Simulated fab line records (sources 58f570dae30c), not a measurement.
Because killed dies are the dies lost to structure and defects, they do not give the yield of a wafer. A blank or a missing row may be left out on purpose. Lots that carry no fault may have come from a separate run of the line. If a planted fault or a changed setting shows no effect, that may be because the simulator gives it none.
Chamber matching    flow berkeley-cmos170    UCB170_V2_CVD_00 on pecvd-02 has 3 sister chambers
The step deposits SiO2 from TEOS/O2, target thk 2000 nm, time 250 s. 6 wafers are shown with their chamber, then 9 later ones without.

## WAFERS WITH THEIR CHAMBER
wafer   chamber  heater-power-w (W)
L078.3  1        311
L083.5  2        249
L088.5  0        206
L090.2  2        331
L090.3  1        280
L090.4  0        205

## WAFERS WHOSE CHAMBER IS MISSING
wafer   heater-power-w (W)
L093.1  302
L093.3  257
L093.4  329
L094.1  258
L094.2  264
L094.3  302
L094.4  206
L094.5  239
L094.6  348

## THE CHAMBER EACH PASSED THROUGH
wafer   from the rows above           in truth
L093.1  can't be placed: 1 or 2       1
L093.3  can't be placed: 2 or 1 or 0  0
L093.4  can't be placed: 1 or 2       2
L094.1  can't be placed: 2 or 1 or 0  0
L094.2  can't be placed: 2 or 1 or 0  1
L094.3  can't be placed: 1 or 2       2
L094.4  0                             0
L094.5  can't be placed: 0 or 2 or 1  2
L094.6  can't be placed: 1 or 2       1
Correct placement for 1 of the 9. Unplaceable from these rows: 8, with the true chamber sitting among the candidates in 8. Number placed wrongly: 0.
How it was worked out, from the rows above alone: a wafer's distance from a chamber is the root of the sum, over the readings, of the square of ((its reading less the chamber's mean) divided by the reading's scatter). If the next closest chamber is less than 2 further off than the closest, the wafer can't be placed; otherwise it belongs to the closest. Each chamber's mean is taken over the wafers shown for it. How the scatter is found: for the shown wafers, subtract from each reading the mean of its chamber, square and add these, divide the total by (wafers less chambers), then take the root.
